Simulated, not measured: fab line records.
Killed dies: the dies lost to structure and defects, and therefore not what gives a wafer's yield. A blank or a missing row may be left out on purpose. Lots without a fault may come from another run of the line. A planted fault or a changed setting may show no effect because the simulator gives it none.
fab line records -- flow rit_cmos
record: lots: 7, wafers: 21, last_day: 7
route steps=202 shown GATE@89 REOX@98 NLDD@103 PLDD@114 SPACER@125 M1@202
lots untouched by any fault: they come from a run of this same line in which no faults occurred
start_h: hours from the record's opening day to when the first of the lot's shown wafers began -- wait_h: hours elapsed since this lot's preceding step -- " unchanged from the row above -- L1.1+2: a row that stands for several wafers -- - no value present, or no start provided -- * or withheld: withheld -- < > ~ a bound
route shown NAME@n: names a module that has steps shown in the file, with the first one's number in the route -- usual: mean/standard deviation taken from wafers without a fault -- same: alike in all rows -- chamber/n: place in a boat -- sites: readings site by site -- _std_site: the values' standard deviation -- _edge_site: mean of outer sites minus mean of inner sites -- radius_mm: for every site, how far away it sits from the centre of the wafer -- mask NAME#n: copy n -- behind: the most recent tool/chamber to have shaped the wafer -- hold: why the lot was held/for how many hours/how that ended -- device: the transistor (n, p or np) that didn't switch -- end of line: at the end of the route, the tests of the same wafers -- a step with no rows: only its recipe -- killed: dies that structure and defects cost at the first sort, which is not the same as the wafer's yield -- map: the dies of a wafer, with x for killed, . for not killed, _ for no die there
set.NAME: the setting that was run; set.NAME@STEP: the one run at that earlier step -- model.NAME: the simulator's own value behind a step, which no gauge read
certain route steps with their lots: each step a table, each wafer a row
services: from which hour (start_h, from the record's first day; less than 0 if before it) a tool's chamber was out of use, for how many hours, and why
== steps ==
step: RIT_GATE_EXPOSE_13
recipe: mask_id: M6, na: 0.6, source_shape: conventional, sigma_outer: 0.6, target_cd_nm: 150, dose_mj: 380
step: RIT_GATE_PEB_14
recipe: resist: NOVOLAK, temp_c: withheld, time_s: withheld
step: RIT_GATE_DEVELOP_15
recipe: resist: NOVOLAK, develop_time_s: 50, dev_temp_c: 23
step: RIT_GATE_CD_MEAS_16
recipe: target_cd_nm: 150
usual: cd_nm: 151/3.1
lot.wafer,tool,chamber,start_h,wait_h,cd_nm
L220.1,cd_sem-01,-,60.23,-,150
L220.4,cd_sem-01,-,60.23,-,153
L220.6,cd_sem-01,-,60.23,-,152
L222.1,cd_sem-02,-,67.10,-,152
L222.3,cd_sem-02,-,67.10,-,151
L222.5,cd_sem-02,-,67.10,-,152
L223.1,cd_sem-01,-,70.24,-,153
L223.2,cd_sem-01,-,70.24,-,155
L223.6,cd_sem-01,-,70.24,-,152
L233.1,cd_sem-01,-,127.44,-,147
L233.3,cd_sem-01,-,127.44,-,147
L233.5,cd_sem-01,-,127.44,-,147
L235.1,cd_sem-02,-,137.88,-,142
L235.2,cd_sem-02,-,137.88,-,146
L235.6,cd_sem-02,-,137.88,-,142
L237.1,cd_sem-02,-,141.06,-,150
L237.4,cd_sem-02,-,141.06,-,151
L237.6,cd_sem-02,-,141.06,-,152
L238.1,cd_sem-02,-,149.34,-,153
L238.2,cd_sem-02,-,149.34,-,150
L238.5,cd_sem-02,-,149.34,-,151
step: RIT_GATE_OVL_MEAS_17
usual: GATE_OVL: 0.2/1.1
lot.wafer,tool,chamber,start_h,wait_h,GATE_OVL[nm]
L220.1,overlay-01,-,60.35,0.1,0.4
L220.4,overlay-01,-,60.35,0.1,-2.1
L220.6,overlay-01,-,60.35,0.1,0.3
L222.1,overlay-02,-,67.22,0.1,-1.3
L222.3,overlay-02,-,67.22,0.1,0.3
L222.5,overlay-02,-,67.22,0.1,-1.5
L223.1,overlay-01,-,70.36,0.1,0.6
L223.2,overlay-01,-,70.36,0.1,-0.4
L223.6,overlay-01,-,70.36,0.1,-0.5
L233.1,overlay-02,-,127.56,0.1,1.4
L233.3,overlay-02,-,127.56,0.1,-2.1
L233.5,overlay-02,-,127.56,0.1,0.4
L235.1,overlay-02,-,138.00,0.1,0.8
L235.2,overlay-02,-,138.00,0.1,1.2
L235.6,overlay-02,-,138.00,0.1,1.5
L237.1,overlay-02,-,141.18,0.1,1.3
L237.4,overlay-02,-,141.18,0.1,1.6
L237.6,overlay-02,-,141.18,0.1,0.5
L238.1,overlay-01,-,149.46,0.1,0.7
L238.2,overlay-01,-,149.46,0.1,0.6
L238.5,overlay-01,-,149.46,0.1,-0.1
step: RIT_GATE_HARDBAKE_18
recipe: resist: NOVOLAK, temp_c: 140, time_s: 60
step: RIT_GATE_ETCH_19
recipe: chemistry: SF6/CHF3/O2, time_s: 165, SF6_flow_sccm: 30, CHF3_flow_sccm: 30, O2_flow_sccm: 5, target: poly-Si, pressure_mtorr: 40, rf_w: 160, target_depth_a: 3125, over_etch_frac: 0.25, stop_on: SiO2
usual: O2_flow_sccm: 4.998/0.015, drypump_motor_current_A: 5.8/0.31, oes_product_au: 0.848/0.013, rf_fwd_power_W: 159.3/0.51, throttle_valve_pct: 10.28/0.17
lot.wafer,tool,chamber,start_h,wait_h,O2_flow_sccm,drypump_motor_current_A,oes_product_au,rf_fwd_power_W,rf_hours_counter_h,throttle_valve_pct
L220.1,rie_si-01,1,60.54,0.1,5.014,5.8,0.860,158.6,105,10.16
L220.4,rie_si-01,2,60.54,0.1,5.005,5.8,0.859,158.5,40,10.21
L220.6,rie_si-01,0,60.54,0.1,4.987,5.5,0.846,159.3,-,10.06
L222.1,rie_si-01,0,67.41,0.1,5.010,5.5,0.850,159.4,119,10.06
L222.3,rie_si-01,3,67.41,0.1,5.002,5.5,0.865,158.8,132,10.52
L222.5,rie_si-01,1,67.41,0.1,5.001,5.8,0.852,159.8,-,10.16
L223.1,rie_si-01,3,70.71,0.1,5.021,5.5,0.853,159.6,132,10.52
L223.2,rie_si-01,0,70.71,0.1,5.011,5.5,0.833,160.3,119,10.06
L223.6,rie_si-01,2,70.71,0.1,5.007,5.8,0.840,159.1,-,10.21
L233.1,rie_si-02,2,127.75,0.1,4.998,6.0,0.827,158.2,3,10.46
L233.3,rie_si-02,3,127.75,0.1,4.998,6.8,0.860,158.6,79,10.48
L233.5,rie_si-02,0,127.75,0.1,5.018,5.9,0.818,159.6,-,10.20
L235.1,rie_si-02,0,138.20,0.1,4.979,5.9,0.832,159.1,49,10.20
L235.2,rie_si-02,1,138.20,0.1,4.990,5.4,0.847,158.1,0,10.35
L235.6,rie_si-02,1,138.20,0.1,4.989,5.4,0.860,159.1,-,10.35
L237.1,rie_si-01,3,141.50,0.1,4.999,5.5,0.851,160.0,133,10.53
L237.4,rie_si-01,2,141.50,0.1,4.973,5.8,0.854,159.0,41,10.23
L237.6,rie_si-01,2,141.50,0.1,5.005,5.8,0.853,159.6,-,10.22
L238.1,rie_si-01,3,149.64,0.1,4.980,5.5,0.862,159.5,133,10.54
L238.2,rie_si-01,0,149.64,0.1,5.007,5.5,0.848,160.0,120,10.05
L238.5,rie_si-01,3,149.64,0.1,4.991,5.5,0.861,159.2,-,10.52
step: RIT_GATE_STRIP_20
recipe: chemistry: O2, time_s: 180, resist: NOVOLAK, platen_temp_c: withheld, power_w: 500, pressure_mtorr: 4000, o2_flow_sccm: 4000
usual: drypump_motor_current_A: 5.3/0.32
lot.wafer,tool,chamber,start_h,wait_h,drypump_motor_current_A,rf_hours_counter_h
L220.1,plasma_asher-04,0,60.65,0.1,5.9,40
L220.4,plasma_asher-04,1,60.65,0.1,5.3,-
L220.6,plasma_asher-04,1,60.65,0.1,5.3,-
L222.1,plasma_asher-01,1,67.51,0.1,4.9,41
L222.3,plasma_asher-01,0,67.51,0.1,5.0,-
L222.5,plasma_asher-01,0,67.51,0.1,5.0,-
L223.1,plasma_asher-01,0,70.81,0.1,5.0,41
L223.2,plasma_asher-01,1,70.81,0.1,4.9,41
L223.6,plasma_asher-01,1,70.81,0.1,4.9,-
L233.1,plasma_asher-01,0,127.86,0.1,5.0,47
L233.3,plasma_asher-01,1,127.86,0.1,4.9,-
L233.5,plasma_asher-01,0,127.86,0.1,5.0,-
L235.1,plasma_asher-02,0,138.31,0.1,5.3,53
L235.2,plasma_asher-02,1,138.31,0.1,5.3,53
L235.6,plasma_asher-02,0,138.31,0.1,5.4,-
L237.1,plasma_asher-01,1,141.61,0.1,4.9,50
L237.4,plasma_asher-01,1,141.61,0.1,4.9,-
L237.6,plasma_asher-01,1,141.61,0.1,4.8,-
L238.1,plasma_asher-01,1,149.75,0.1,4.8,50
L238.2,plasma_asher-01,0,149.75,0.1,5.0,50
L238.5,plasma_asher-01,0,149.75,0.1,5.0,-
step: RIT_GATE_CD_MEAS_90
recipe: target_cd_nm: 150
usual: cd_nm: 151/3.1
lot.wafer,tool,chamber,start_h,wait_h,cd_nm
L220.1,cd_sem-02,-,60.82,0.1,150
L220.4,cd_sem-02,-,60.82,0.1,153
L220.6,cd_sem-02,-,60.82,0.1,152
L222.1,cd_sem-01,-,67.69,0.1,152
L222.3,cd_sem-01,-,67.69,0.1,152
L222.5,cd_sem-01,-,67.69,0.1,152
L223.1,cd_sem-01,-,70.99,0.1,154
L223.2,cd_sem-01,-,70.99,0.1,155
L223.6,cd_sem-01,-,70.99,0.1,152
L233.1,cd_sem-02,-,128.03,0.1,147
L233.3,cd_sem-02,-,128.03,0.1,147
L233.5,cd_sem-02,-,128.03,0.1,146
L235.1,cd_sem-01,-,138.48,0.1,142
L235.2,cd_sem-01,-,138.48,0.1,146
L235.6,cd_sem-01,-,138.48,0.1,142
L237.1,cd_sem-01,-,141.78,0.1,150
L237.4,cd_sem-01,-,141.78,0.1,151
L237.6,cd_sem-01,-,141.78,0.1,152
L238.1,cd_sem-02,-,149.93,0.1,154
L238.2,cd_sem-02,-,149.93,0.1,150
L238.5,cd_sem-02,-,149.93,0.1,151
step: RIT_REOX_CLEAN_00
recipe: chemistry: SC1, mix: 3:3:50, time_s: 600, temp_c: 75
step: RIT_REOX_CLEAN_01
recipe: chemistry: dHF, dilution: 50:1, time_s: 29.24
step: RIT_REOX_CLEAN_02
recipe: chemistry: SC2, mix: 3:3:50, time_s: 600, temp_c: 75, dry: n2_spin
step: RIT_REOX_OXIDATION_03
recipe: temp_c: 900, ambient: O2, target_thk_a: 252, ox_time_s: 5580
usual: spike_tc_centre_C: 902.0/1.5, zone_power_centre_pct: 45.0/2.5
same: ox_time_s: 5580
lot.wafer,tool,chamber,start_h,wait_h,spike_tc_centre_C,zone_power_centre_pct,model.SiO2_of_REOX_OXIDATION_03.thk_nm
L220.1,furnace-01,0,61.31,0.0,914.3,52.5,27.38
L220.4,furnace-01,0,61.31,0.0,914.1,53.4,26.34
L220.6,furnace-01,0,61.31,0.0,912.9,51.5,26.37
L222.1,furnace-01,0,68.72,0.5,912.6,53.7,27.02
L222.3,furnace-01,0,68.72,0.5,913.8,52.5,26.33
L222.5,furnace-01,0,68.72,0.5,914.0,53.0,25.73
L223.1,furnace-01,0,71.48,0.0,913.8,52.6,27.46
L223.2,furnace-01,0,71.48,0.0,913.6,52.9,27.78
L223.6,furnace-01,0,71.48,0.0,914.8,52.3,27.51
L233.1,furnace-01,0,131.25,2.7,903.3,46.8,25.62
L233.3,furnace-01,0,131.25,2.7,900.6,47.4,25.36
L233.5,furnace-01,0,131.25,2.7,900.7,47.7,25.45
L235.1,furnace-03,0,138.98,0.0,901.8,41.5,25.94
L235.2,furnace-03,0,138.98,0.0,903.0,42.4,26.24
L235.6,furnace-03,0,138.98,0.0,903.4,42.1,26.09
L237.1,furnace-01,0,143.40,1.1,900.8,47.4,26
L237.4,furnace-01,0,143.40,1.1,901.6,47.3,26.01
L237.6,furnace-01,0,143.40,1.1,899.9,46.9,25.94
L238.1,furnace-04,0,151.16,0.4,902.2,42.1,25.73
L238.2,furnace-04,0,151.16,0.4,903.9,42.2,25.38
L238.5,furnace-04,0,151.16,0.4,903.5,42.2,25.54
step: RIT_REOX_THK_MEAS_04
recipe: reads: SiO2_of_REOX_OXIDATION_03
usual: REOX_OXIDE_THK: 25.4/0.52
lot.wafer,tool,chamber,start_h,wait_h,REOX_OXIDE_THK[nm]
L220.1,film_metro-01,-,63.86,0.0,27.4
L220.4,film_metro-01,-,63.86,0.0,26.4
L220.6,film_metro-01,-,63.86,0.0,26.4
L222.1,film_metro-04,-,71.27,0.0,27.0
L222.3,film_metro-04,-,71.27,0.0,26.3
L222.5,film_metro-04,-,71.27,0.0,25.7
L223.1,film_metro-04,-,74.03,0.0,27.5
L223.2,film_metro-04,-,74.03,0.0,27.8
L223.6,film_metro-04,-,74.03,0.0,27.5
L233.1,film_metro-01,-,133.80,0.0,25.6
L233.3,film_metro-01,-,133.80,0.0,25.4
L233.5,film_metro-01,-,133.80,0.0,25.5
L235.1,film_metro-01,-,141.53,0.0,25.9
L235.2,film_metro-01,-,141.53,0.0,26.2
L235.6,film_metro-01,-,141.53,0.0,26.1
L237.1,film_metro-04,-,145.95,0.0,26.0
L237.4,film_metro-04,-,145.95,0.0,26.0
L237.6,film_metro-04,-,145.95,0.0,25.9
L238.1,film_metro-02,-,153.71,0.0,25.7
L238.2,film_metro-02,-,153.71,0.0,25.4
L238.5,film_metro-02,-,153.71,0.0,25.5
step: RIT_NLDD_HMDS_00
recipe: prime_time_s: 60, prime_temp_c: 140
step: RIT_NLDD_COAT_01
recipe: resist: NOVOLAK, spin_rpm: 3250, resist_thk_nm: 1000
step: RIT_NLDD_SOFTBAKE_02
recipe: resist: NOVOLAK, temp_c: 90, time_s: 60
step: RIT_NLDD_EXPOSE_03
recipe: mask_id: M7, na: 0.57, target_cd_nm: 40700, dose_mj: 250
step: RIT_NLDD_PEB_04
recipe: resist: NOVOLAK, temp_c: withheld, time_s: withheld
step: RIT_NLDD_DEVELOP_05
recipe: resist: NOVOLAK, develop_time_s: 50, dev_temp_c: 23
step: RIT_NLDD_OVL_MEAS_06
usual: NLDD_OVL: 0.3/1.3
lot.wafer,tool,chamber,start_h,wait_h,NLDD_OVL[nm]
L220.1,overlay-01,-,64.94,-,-0.1
L220.4,overlay-01,-,64.94,-,0.5
L220.6,overlay-01,-,64.94,-,2.5
L222.1,overlay-02,-,72.31,-,2.2
L222.3,overlay-02,-,72.31,-,2.4
L222.5,overlay-02,-,72.31,-,3.1
L223.1,overlay-01,-,74.94,-,0.4
L223.2,overlay-01,-,74.94,-,-0.1
L223.6,overlay-01,-,74.94,-,0.2
L233.1,overlay-02,-,135.06,-,0.1
L233.3,overlay-02,-,135.06,-,0.0
L233.5,overlay-02,-,135.06,-,0.5
L235.1,overlay-02,-,142.63,-,-0.4
L235.2,overlay-02,-,142.63,-,-1.1
L235.6,overlay-02,-,142.63,-,1.2
L237.1,overlay-02,-,146.99,-,0.1
L237.4,overlay-02,-,146.99,-,-1.1
L237.6,overlay-02,-,146.99,-,1.7
L238.1,overlay-01,-,154.81,-,-0.3
L238.2,overlay-01,-,154.81,-,0.7
L238.5,overlay-01,-,154.81,-,1.0
step: RIT_NLDD_HARDBAKE_07
recipe: resist: NOVOLAK, temp_c: 140, time_s: 60
step: RIT_NLDD_IMPLANT_08
recipe: species: P, energy_kev: 20, dose_cm2: 4.967e+14, tilt_deg: 7
step: RIT_NLDD_STRIP_09
recipe: chemistry: O2, time_s: 180, resist: NOVOLAK, platen_temp_c: withheld, power_w: 500, pressure_mtorr: 4000, o2_flow_sccm: 4000
usual: drypump_motor_current_A: 5.4/0.33
lot.wafer,tool,chamber,start_h,wait_h,drypump_motor_current_A,rf_hours_counter_h
L220.1,plasma_asher-01,1,65.27,0.1,4.8,41
L220.4,plasma_asher-01,0,65.27,0.1,5.0,-
L220.6,plasma_asher-01,0,65.27,0.1,5.0,-
L222.1,plasma_asher-03,1,72.65,0.1,5.7,26
L222.3,plasma_asher-03,1,72.65,0.1,5.6,-
L222.5,plasma_asher-03,1,72.65,0.1,5.7,-
L223.1,plasma_asher-03,0,75.28,0.1,5.9,26
L223.2,plasma_asher-03,1,75.28,0.1,5.7,26
L223.6,plasma_asher-03,0,75.28,0.1,5.9,-
L233.1,plasma_asher-01,1,135.39,0.1,4.9,49
L233.3,plasma_asher-01,1,135.39,0.1,4.8,-
L233.5,plasma_asher-01,1,135.39,0.1,4.9,-
L235.1,plasma_asher-02,1,142.96,0.1,5.3,54
L235.2,plasma_asher-02,0,142.96,0.1,5.3,54
L235.6,plasma_asher-02,1,142.96,0.1,5.3,-
L237.1,plasma_asher-02,0,147.32,0.1,5.3,55
L237.4,plasma_asher-02,1,147.32,0.1,5.3,-
L237.6,plasma_asher-02,1,147.32,0.1,5.3,-
L238.1,plasma_asher-03,0,155.14,0.1,5.9,33
L238.2,plasma_asher-03,1,155.14,0.1,5.6,33
L238.5,plasma_asher-03,1,155.14,0.1,5.7,-
step: RIT_NLDD_TW_MEAS_10
usual: NLDD_TW: 2497/15
lot.wafer,tool,chamber,start_h,wait_h,NLDD_TW
L220.1,film_metro-04,-,65.74,0.4,2460
L220.4,film_metro-04,-,65.74,0.4,2452
L220.6,film_metro-04,-,65.74,0.4,2472
L222.1,film_metro-04,-,72.82,0.1,2512
L222.3,film_metro-04,-,72.82,0.1,2507
L222.5,film_metro-04,-,72.82,0.1,2506
L223.1,film_metro-03,-,75.45,0.1,2490
L223.2,film_metro-03,-,75.45,0.1,2501
L223.6,film_metro-03,-,75.45,0.1,2504
L233.1,film_metro-02,-,135.57,0.1,2503
L233.3,film_metro-02,-,135.57,0.1,2493
L233.5,film_metro-02,-,135.57,0.1,2490
L235.1,film_metro-03,-,143.14,0.1,2509
L235.2,film_metro-03,-,143.14,0.1,2499
L235.6,film_metro-03,-,143.14,0.1,2510
L237.1,film_metro-03,-,147.50,0.1,2524
L237.4,film_metro-03,-,147.50,0.1,2512
L237.6,film_metro-03,-,147.50,0.1,2522
L238.1,film_metro-02,-,155.32,0.1,2499
L238.2,film_metro-02,-,155.32,0.1,2508
L238.5,film_metro-02,-,155.32,0.1,2504
step: RIT_PLDD_HMDS_00
recipe: prime_time_s: 60, prime_temp_c: 140
step: RIT_PLDD_COAT_01
recipe: resist: NOVOLAK, spin_rpm: 3250, resist_thk_nm: 1000
step: RIT_PLDD_SOFTBAKE_02
recipe: resist: NOVOLAK, temp_c: 90, time_s: 60
step: RIT_PLDD_EXPOSE_03
recipe: mask_id: M8, na: 0.57, target_cd_nm: 40900, dose_mj: 250
step: RIT_PLDD_PEB_04
recipe: resist: NOVOLAK, temp_c: withheld, time_s: withheld
step: RIT_PLDD_DEVELOP_05
recipe: resist: NOVOLAK, develop_time_s: 50, dev_temp_c: 23
step: RIT_PLDD_OVL_MEAS_06
usual: PLDD_OVL: -0.5/1.2
lot.wafer,tool,chamber,start_h,wait_h,PLDD_OVL[nm]
L220.1,overlay-01,-,66.65,-,-2.2
L220.4,overlay-01,-,66.65,-,-0.7
L220.6,overlay-01,-,66.65,-,-1.3
L222.1,overlay-02,-,73.86,-,-2.1
L222.3,overlay-02,-,73.86,-,-0.4
L222.5,overlay-02,-,73.86,-,-1.4
L223.1,overlay-02,-,76.49,-,-1.8
L223.2,overlay-02,-,76.49,-,-2.5
L223.6,overlay-02,-,76.49,-,0.1
L233.1,overlay-02,-,136.48,-,-1.3
L233.3,overlay-02,-,136.48,-,-0.5
L233.5,overlay-02,-,136.48,-,-1.2
L235.1,overlay-02,-,144.17,-,0.4
L235.2,overlay-02,-,144.17,-,-1.3
L235.6,overlay-02,-,144.17,-,1.7
L237.1,overlay-02,-,148.60,-,-2.2
L237.4,overlay-02,-,148.60,-,-1.2
L237.6,overlay-02,-,148.60,-,0.7
L238.1,overlay-02,-,156.35,-,-1.4
L238.2,overlay-02,-,156.35,-,0.0
L238.5,overlay-02,-,156.35,-,0.1
step: RIT_PLDD_HARDBAKE_07
recipe: resist: NOVOLAK, temp_c: 140, time_s: 60
step: RIT_PLDD_IMPLANT_08
recipe: species: BF2, energy_kev: 20, dose_cm2: 9e+14, tilt_deg: 7
step: RIT_PLDD_STRIP_09
recipe: chemistry: O2, time_s: 180, resist: NOVOLAK, platen_temp_c: withheld, power_w: 500, pressure_mtorr: 4000, o2_flow_sccm: 4000
usual: drypump_motor_current_A: 5.56/0.26
lot.wafer,tool,chamber,start_h,wait_h,drypump_motor_current_A,rf_hours_counter_h
L220.1,plasma_asher-03,1,66.98,0.1,5.69,26
L220.4,plasma_asher-03,0,66.98,0.1,5.89,-
L220.6,plasma_asher-03,0,66.98,0.1,5.87,-
L222.1,plasma_asher-03,1,74.19,0.1,5.66,26
L222.3,plasma_asher-03,0,74.19,0.1,5.89,-
L222.5,plasma_asher-03,0,74.19,0.1,5.88,-
L223.1,plasma_asher-02,1,76.82,0.1,5.36,46
L223.2,plasma_asher-02,0,76.82,0.1,5.32,46
L223.6,plasma_asher-02,1,76.82,0.1,5.34,-
L233.1,plasma_asher-02,1,136.81,0.1,5.32,53
L233.3,plasma_asher-02,0,136.81,0.1,5.32,-
L233.5,plasma_asher-02,0,136.81,0.1,5.32,-
L235.1,plasma_asher-03,1,144.51,0.1,5.70,32
L235.2,plasma_asher-03,0,144.51,0.1,5.90,32
L235.6,plasma_asher-03,1,144.51,0.1,5.69,-
L237.1,plasma_asher-04,1,149.18,0.1,5.27,3
L237.4,plasma_asher-04,1,149.18,0.1,5.29,-
L237.6,plasma_asher-04,0,149.18,0.1,5.90,-
L238.1,plasma_asher-03,0,156.69,0.1,5.85,33
L238.2,plasma_asher-03,1,156.69,0.1,5.67,33
L238.5,plasma_asher-03,0,156.69,0.1,5.87,-
step: RIT_PLDD_TW_MEAS_10
usual: PLDD_TW: 2361/15
lot.wafer,tool,chamber,start_h,wait_h,PLDD_TW
L220.1,film_metro-02,-,67.16,0.1,2365
L220.4,film_metro-02,-,67.16,0.1,2359
L220.6,film_metro-02,-,67.16,0.1,2384
L222.1,film_metro-03,-,74.37,0.1,2343
L222.3,film_metro-03,-,74.37,0.1,2361
L222.5,film_metro-03,-,74.37,0.1,2369
L223.1,film_metro-04,-,77.00,0.1,2358
L223.2,film_metro-04,-,77.00,0.1,2357
L223.6,film_metro-04,-,77.00,0.1,2372
L233.1,film_metro-04,-,136.99,0.1,2352
L233.3,film_metro-04,-,136.99,0.1,2330
L233.5,film_metro-04,-,136.99,0.1,2349
L235.1,film_metro-04,-,144.69,0.1,2337
L235.2,film_metro-04,-,144.69,0.1,2334
L235.6,film_metro-04,-,144.69,0.1,2332
L237.1,film_metro-03,-,149.36,0.1,2377
L237.4,film_metro-03,-,149.36,0.1,2382
L237.6,film_metro-03,-,149.36,0.1,2382
L238.1,film_metro-03,-,156.86,0.1,2371
L238.2,film_metro-03,-,156.86,0.1,2387
L238.5,film_metro-03,-,156.86,0.1,2366
step: RIT_SPACER_CLEAN_00
recipe: chemistry: SC1, mix: 3:3:50, time_s: 600, temp_c: 75
lot.wafer,tool,chamber,start_h,wait_h,model.SiO2_of_REOX_OXIDATION_03.thk_nm
L220.1,wet_bench-04,1,67.22,0.1,25.26
L220.4,wet_bench-04,1,67.22,0.1,24.31
L220.6,wet_bench-04,1,67.22,0.1,24.33
L222.1,wet_bench-03,1,74.43,0.1,24.94
L222.3,wet_bench-03,1,74.43,0.1,24.3
L222.5,wet_bench-03,1,74.43,0.1,23.75
L223.1,wet_bench-01,0,77.06,0.1,25.33
L223.2,wet_bench-01,0,77.06,0.1,25.63
L223.6,wet_bench-01,0,77.06,0.1,25.39
L233.1,wet_bench-01,3,137.05,0.1,23.62
L233.3,wet_bench-01,3,137.05,0.1,23.38
L233.5,wet_bench-01,3,137.05,0.1,23.46
L235.1,wet_bench-01,3,144.75,0.1,23.93
L235.2,wet_bench-01,3,144.75,0.1,24.21
L235.6,wet_bench-01,3,144.75,0.1,24.08
L237.1,wet_bench-01,0,149.42,0.1,24.04
L237.4,wet_bench-01,0,149.42,0.1,24.05
L237.6,wet_bench-01,0,149.42,0.1,23.99
L238.1,wet_bench-04,0,156.92,0.1,23.71
L238.2,wet_bench-04,0,156.92,0.1,23.4
L238.5,wet_bench-04,0,156.92,0.1,23.55
step: RIT_SPACER_CLEAN_01
recipe: chemistry: dHF, dilution: 50:1, time_s: 30
step: RIT_M1_PROBE_99
usual: killed_at_M0_to_M3: 0.0/0.12, killed_at_contacts: 0.1/0.25, killed_at_front_end: 7/3.2, killed_dies: 7/3.2, killed_open: 3.5/2.2, killed_short: 3.6/2.1
same: gross_dies: 264, killed_at_M4_up: 0, killed_at_back_side: 0, killed_at_other: 0
lot.wafer,tool,chamber,start_h,wait_h,killed_at_M0_to_M3,killed_at_contacts,killed_at_front_end,killed_dies,killed_open,killed_short
L220.1,prober-01,-,80.46,0.1,0,0,13,13,10,3
L220.4,prober-01,-,80.61,0.2,0,0,6,6,2,4
L220.6,prober-01,-,80.71,0.2,0,1,8,9,5,4
L222.1,prober-01,-,88.10,0.1,0,0,4,4,2,2
L222.3,prober-01,-,88.20,0.2,0,0,3,3,1,2
L222.5,prober-01,-,88.30,0.2,0,0,6,6,2,4
L223.1,prober-02,-,90.76,0.1,0,0,16,16,8,8
L223.2,prober-02,-,90.81,0.1,0,0,8,8,4,4
L223.6,prober-02,-,91.01,0.2,0,0,1,1,0,1
L235.1,prober-02,-,159.91,0.1,0,0,6,6,3,3
L235.2,prober-02,-,159.96,0.1,0,0,9,9,5,4
L235.6,prober-02,-,160.16,0.2,0,0,7,7,1,6
L237.1,prober-01,-,163.27,0.1,0,0,11,11,7,4
L237.4,prober-01,-,163.42,0.2,0,0,5,5,0,5
L237.6,prober-01,-,163.52,0.2,0,0,7,7,4,3
L238.1,prober-01,-,170.42,0.1,0,0,8,8,3,5
L238.2,prober-01,-,170.47,0.1,0,0,2,2,0,2
L238.5,prober-01,-,170.62,0.2,0,0,3,3,2,1
killed by level:class
L220.1 FOX1:geometric_particle:open=3 FOX1:geometric_particle:short=2 GATE:geometric_particle:open=2 ACTIVE:geometric_particle:open=1 FOX2:geometric_particle:open=1 GATE:geometric_particle:short=1 REOX:geometric_particle:open=1 SPACER:geometric_particle:open=1
L220.4 GATE:geometric_particle:short=3 FOX1:geometric_particle:open=2 ACTIVE:geometric_particle:short=1
L220.6 GATE:geometric_particle:open=5 GATE:geometric_particle:short=2 ACTIVE:geometric_particle:short=1 CONTACT:geometric_particle:short=1
L222.1 FOX2:geometric_particle:open=1 GATE:geometric_particle:open=1 GATE:geometric_particle:short=1 REOX:geometric_particle:short=1
L222.3 FOX2:geometric_particle:short=2 SILICIDE:geometric_particle:open=1
L222.5 SPACER:geometric_particle:short=2 SILICIDE:geometric_particle:short=2 FOX1:geometric_particle:open=1 SILICIDE:geometric_particle:open=1
L223.1 FOX2:geometric_particle:short=3 REOX:geometric_particle:open=3 FOX1:geometric_particle:open=2 FOX1:geometric_particle:short=2 GATE:geometric_particle:open=2 REOX:geometric_particle:short=2 FOX2:geometric_particle:open=1 GATE:geometric_particle:short=1
L223.2 GATE:geometric_particle:open=2 GATE:geometric_particle:short=2 SPACER:geometric_particle:short=2 SILICIDE:geometric_particle:open=2
L223.6 GATE:geometric_particle:short=1
L235.1 GATE:geometric_particle:open=2 FOX1:geometric_particle:short=1 FOX1:geometric_particle:open=1 GATE:geometric_particle:short=1 REOX:geometric_particle:short=1
L235.2 GATE:geometric_particle:short=3 GATE:geometric_particle:open=2 REOX:geometric_particle:open=2 FOX1:geometric_particle:short=1 SPACER:geometric_particle:open=1
L235.6 FOX1:geometric_particle:short=3 GATE:geometric_particle:short=2 FOX1:geometric_particle:open=1 SPACER:geometric_particle:short=1
L237.1 GATE:geometric_particle:open=4 GATE:geometric_particle:short=2 FOX1:geometric_particle:short=1 REOX:geometric_particle:open=1 REOX:geometric_particle:short=1 SPACER:geometric_particle:open=1 SILICIDE:geometric_particle:open=1
L237.4 FOX1:geometric_particle:short=2 FOX2:geometric_particle:short=2 GATE:geometric_particle:short=1
L237.6 GATE:geometric_particle:open=2 REOX:geometric_particle:short=2 FOX1:geometric_particle:open=1 REOX:geometric_particle:open=1 SPACER:geometric_particle:short=1
L238.1 GATE:geometric_particle:short=4 SILICIDE:geometric_particle:open=2 GATE:geometric_particle:open=1 SPACER:geometric_particle:short=1
L238.2 FOX2:geometric_particle:short=1 GATE:geometric_particle:short=1
L238.5 FOX2:geometric_particle:open=1 FOX2:geometric_particle:short=1 REOX:geometric_particle:open=1
== services ==
tool,chamber,start_h,hours,kind
plasma_asher-04,-,43.51,3.7,repair
rie_si-02,-,50.26,28.1,pm
plasma_asher-04,-,51.11,3.1,repair
plasma_asher-03,-,69.14,3.4,repair
plasma_asher-04,-,77.09,1.1,repair
rie_si-02,1,78.36,-,clean
rie_si-02,1,78.36,19.1,scheduled_down
rie_si-02,1,78.36,19.1,vent_cycle
rie_si-02,2,91.23,10.4,repair
plasma_asher-04,-,108.75,9.0,pm
plasma_asher-04,0,108.75,9.0,vent_cycle
plasma_asher-04,1,108.75,9.0,vent_cycle
plasma_asher-04,0,117.75,-,clean
plasma_asher-04,1,117.75,-,clean
plasma_asher-03,-,121.61,15.6,pm
rie_si-01,0,123.86,4.0,repair
furnace-04,-,126.82,4.3,pm
plasma_asher-04,-,131.12,4.3,pm
rie_si-02,3,135.32,21.1,repair
plasma_asher-03,-,146.76,0.7,repair
== key ==
first_sign: step: RIT_REOX_OXIDATION_03, reading: spike_tc_centre_C, direction: up, sigmas: 7.6, usual: 902.0, struck: 913.8
effect: step: RIT_REOX_OXIDATION_03, reading: zone_power_centre_pct, direction: up, sigmas: 3.1, usual: 45.0, struck: 52.7
effect: step: RIT_REOX_THK_MEAS_04, reading: REOX_OXIDE_THK, direction: up, sigmas: 2.9, usual: 25.4, struck: 26.9, wafers_moved: 5
model_effect: step: RIT_REOX_OXIDATION_03, value: SiO2_of_REOX_OXIDATION_03.thk_nm, without: 25.68, struck: 26.88
model_effect: step: RIT_SPACER_CLEAN_00, value: SiO2_of_REOX_OXIDATION_03.thk_nm, without: 23.7, struck: 24.8
met_at RIT_REOX_OXIDATION_03
struck_wafers L220.1,L220.4,L220.6,L222.1,L222.3,L222.5,L223.1,L223.2,L223.6
tester_left_out L220,L222,L223
fault: kind: process_parameter_drift, tool: furnace-01, chamber: -, onset_h: 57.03, steps: RIT_REOX_OXIDATION_03, channel: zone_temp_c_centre, offset: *, shape: step, end_h: 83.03
tester_left_out: of these lots the tester's yield and bins aren't shown, on N5 and GAA mostly nor the transistor test; their killed dies are dies lost to structure and defects alone, not to doping, threshold or leakage, so they don't give the yield
